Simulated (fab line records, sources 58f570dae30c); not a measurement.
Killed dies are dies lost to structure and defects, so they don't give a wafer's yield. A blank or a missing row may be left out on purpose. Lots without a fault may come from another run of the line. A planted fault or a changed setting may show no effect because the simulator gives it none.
Which tool did it? | flow berkeley_cmos170 | 14 lots, 42 wafers sampled, at 4 steps of a route of 331

WHAT THE GAUGES READ, wafer by wafer
UCB170_NSD_TW_MEAS_10. Usual: NSD_TW 4169, standard deviation 51.
lot  | measured     | on            | NSD_TW                        | flag
L724 | day 8 00:17  | film_metro-01 | 4202 4188 4162                |
L726 | day 8 00:33  | film_metro-04 | 4071 4062 4068                |
L725 | day 8 00:34  | film_metro-01 | 4207 4209 4206                |
L723 | day 8 00:56  | film_metro-04 | 4062 4061 4057                |
L727 | day 8 18:35  | film_metro-04 | 4071 4063 4084                |
L728 | day 8 19:08  | film_metro-01 | 4194 4190 4200                |
L730 | day 9 17:08  | film_metro-01 | 4219 4219 4186                |
L735 | day 9 17:23  | film_metro-01 | 3943 3916 3902 3928 3918 3919 | OFF
L732 | day 11 03:27 | film_metro-04 | 3851 3829 3837 3839 3811 3831 | OFF
L736 | day 11 03:38 | film_metro-03 | 4201 4216 4222                |
L739 | day 11 12:17 | film_metro-04 | 4120 4123 4113                |
L744 | day 12 15:20 | film_metro-04 | 4108 4095 4113                |
L743 | day 12 15:33 | film_metro-01 | 4200 4208 4197                |
L746 | day 13 00:55 | film_metro-01 | 4190 4197 4180                |

UCB170_SDANNEAL_RS_MEAS_03: measures by four-point-probe. Usual: NSD_RS 37.26 ohm/sq, standard deviation 0.078.
lot  | measured     | on            | NSD_RS (ohm/sq)                     | flag
L724 | day 8 01:50  | film_metro-03 | 37.23 37.28 37.24                   |
L726 | day 8 02:05  | film_metro-01 | 37.33 37.34 37.23                   |
L725 | day 8 02:21  | film_metro-04 | 37.20 37.22 37.13                   |
L723 | day 8 03:02  | film_metro-03 | 37.28 37.32 37.29                   |
L727 | day 8 21:37  | film_metro-03 | 37.32 37.27 37.20                   |
L728 | day 8 21:24  | film_metro-04 | 37.28 37.20 37.29                   |
L730 | day 9 18:33  | film_metro-04 | 37.29 37.32 37.39                   |
L735 | day 9 21:01  | film_metro-01 | 53.87 53.51 53.89 54.02 53.58 53.93 | OFF
L732 | day 11 08:48 | film_metro-01 | 53.52 53.70 53.73 53.41 53.72 53.75 | OFF
L736 | day 11 05:34 | film_metro-01 | 37.24 37.17 37.21                   |
L739 | day 11 13:32 | film_metro-03 | 37.29 37.30 37.33                   |
L744 | day 12 17:08 | film_metro-01 | 37.23 37.40 37.29                   |
L743 | day 12 17:27 | film_metro-03 | 37.18 37.11 37.13                   |
L746 | day 13 02:10 | film_metro-04 | 37.21 37.32 37.19                   |

WHICH TOOL RAN EACH LOT (tool, then ch and the chambers of the sampled wafers, then the start)
lot  | UCB170_NSD_IMPLANT_08           | UCB170_NSD_STRIP_09
L724 | implanter-02 ch 0, day 8 00:02  | plasma_asher-01 ch 0,1, day 8 00:11
L726 | implanter-03 ch 0, day 8 00:17  | plasma_asher-03 ch 0,1, day 8 00:25
L725 | implanter-01 ch 0, day 8 00:20  | plasma_asher-01 ch 0, day 8 00:27
L723 | implanter-02 ch 0, day 8 00:42  | plasma_asher-01 ch 0,1, day 8 00:50
L727 | implanter-02 ch 0, day 8 18:20  | plasma_asher-01 ch 0,1, day 8 18:29
L728 | implanter-01 ch 0, day 8 18:56  | plasma_asher-03 ch 0,1, day 8 19:03
L730 | implanter-02 ch 0, day 9 16:56  | plasma_asher-03 ch 0,1, day 9 17:03
L735 | implanter-01 ch 0, day 9 17:08  | plasma_asher-03 ch 0,1, day 9 17:17
L732 | implanter-01 ch 0, day 11 03:12 | plasma_asher-03 ch 0,1, day 11 03:21
L736 | implanter-03 ch 0, day 11 03:23 | plasma_asher-04 ch 0,1, day 11 03:32
L739 | implanter-03 ch 0, day 11 12:02 | plasma_asher-03 ch 0,1, day 11 12:11
L744 | implanter-03 ch 0, day 12 15:05 | plasma_asher-04 ch 0,1, day 12 15:14
L743 | implanter-02 ch 0, day 12 15:19 | plasma_asher-01 ch 0,1, day 12 15:26
L746 | implanter-03 ch 0, day 13 00:40 | plasma_asher-04 ch 0,1, day 13 00:49
- UCB170_NSD_IMPLANT_08
- UCB170_NSD_STRIP_09: strips in O2.

WHAT THE TOOLS THEMSELVES READ (means of the sampled wafers that have a number; where no wafer has one, the mark that the record gives instead)
UCB170_NSD_IMPLANT_08. Usual: dose_ions_cm2 2.9996e+15, standard deviation 2.8e+12; end_station_pressure_torr 1.26e-05 Torr, standard deviation 6.2e-07; faraday_current_uA 9253, standard deviation 180.
lot  | tool         | dose_ions_cm2 | end_station_pressure_torr (Torr) | faraday_current_uA | flag
L724 | implanter-02 | 2.9972e+15    | 1.28e-05                         | 9267               |
L726 | implanter-03 | 3.0016e+15    | 1.22e-05                         | 9142               |
L725 | implanter-01 | 2.9979e+15    | 1.27e-05                         | 9087               |
L723 | implanter-02 | 3.0001e+15    | 1.28e-05                         | 9279               |
L727 | implanter-02 | 3.0022e+15    | 1.20e-05                         | 9313               |
L728 | implanter-01 | 3.0010e+15    | 1.25e-05                         | 9242               |
L730 | implanter-02 | 2.9986e+15    | 1.27e-05                         | 9443               |
L735 | implanter-01 | 1.6510e+15    | 9.37e-06                         | 5245               | OFF
L732 | implanter-01 | 1.6496e+15    | 9.23e-06                         | 5162               | OFF
L736 | implanter-03 | 3.0010e+15    | 1.26e-05                         | 9264               |
L739 | implanter-03 | 2.9989e+15    | 1.22e-05                         | 9093               |
L744 | implanter-03 | 3.0008e+15    | 1.27e-05                         | 9060               |
L743 | implanter-02 | 2.9994e+15    | 1.28e-05                         | 9217               |
L746 | implanter-03 | 2.9996e+15    | 1.22e-05                         | 9279               |

UCB170_NSD_STRIP_09. Usual: drypump_motor_current_A 5.55 A, standard deviation 0.13; oes_product_au 0.534 a.u., standard deviation 0.0044; strip_time_to_endpoint_s 35.87 s, standard deviation 0.074.
lot  | tool            | drypump_motor_current_A (A) | oes_product_au (a.u.) | strip_time_to_endpoint_s (s) | flag
L724 | plasma_asher-01 | 5.65                        | 0.538                 | 35.85                        |
L726 | plasma_asher-03 | 5.49                        | 0.536                 | 35.92                        |
L725 | plasma_asher-01 | 5.46                        | 0.530                 | 35.86                        |
L723 | plasma_asher-01 | 5.57                        | 0.533                 | 35.79                        |
L727 | plasma_asher-01 | 5.58                        | 0.533                 | 35.82                        |
L728 | plasma_asher-03 | 5.53                        | 0.541                 | 35.88                        |
L730 | plasma_asher-03 | 5.51                        | 0.530                 | 35.73                        |
L735 | plasma_asher-03 | 5.47                        | 0.591                 | 30.50                        | OFF
L732 | plasma_asher-03 | 5.55                        | 0.583                 | 30.44                        | OFF
L736 | plasma_asher-04 | 5.54                        | 0.534                 | 35.92                        |
L739 | plasma_asher-03 | 5.55                        | 0.535                 | 35.92                        |
L744 | plasma_asher-04 | 5.46                        | 0.536                 | 35.89                        |
L743 | plasma_asher-01 | 5.67                        | 0.529                 | 35.90                        |
L746 | plasma_asher-04 | 5.46                        | 0.536                 | 35.84                        |

THE ANSWER, worked out from the rows above alone
Rule: a lot is off if the mean of its wafers that have a number lies more than 3 standard deviations from the usual mean. A lot without any number at a reading at which 4 lots or more have one is off too. The other lots that the step has rows for count as sound. The gauges are gone through in route order, then the tools' own readings, and for those a lot's mean is taken as printed above. The first step at which some lot is off is used, and at that step the reading that is off furthest; a lot without a number counts as furthest.
Off: L735, L732, at UCB170_NSD_TW_MEAS_10 (NSD_TW).
A tool fits if, at a process step before that reading, it ran every lot that is off, and no sound lot after the first of them. The gauges at UCB170_NSD_TW_MEAS_10 aren't tried: what is off there is off at UCB170_NSD_IMPLANT_08 too, on other tools, and a gauge's error can't cause that. One fits: implanter-01 at UCB170_NSD_IMPLANT_08. Its last sound lot is L728 (day 8 18:56), its first lot that is off L735 (day 9 17:08): a fault that began between those two fits.
The tool's own readings at UCB170_NSD_IMPLANT_08 bear it out: on the lots that are off they differ by more than 5 times the standard deviation of the sound lots' means. dose_ions_cm2 reads 1.6503e+15 there against 2.9999e+15 on the sound lots; end_station_pressure_torr reads 9.30e-06 Torr there against 1.25e-05 Torr on the sound lots; faraday_current_uA reads 5204 there against 9224 on the sound lots.

WHAT THE SIMULATOR HAD PUT IN
Process parameter drift: implanter-01, from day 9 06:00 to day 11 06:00, at UCB170_NSD_IMPLANT_08. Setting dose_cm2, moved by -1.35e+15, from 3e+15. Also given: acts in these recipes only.
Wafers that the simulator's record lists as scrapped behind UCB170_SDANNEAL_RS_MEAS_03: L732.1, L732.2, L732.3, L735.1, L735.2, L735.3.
Lots struck among those shown: L735, L732. The rule above found the same.
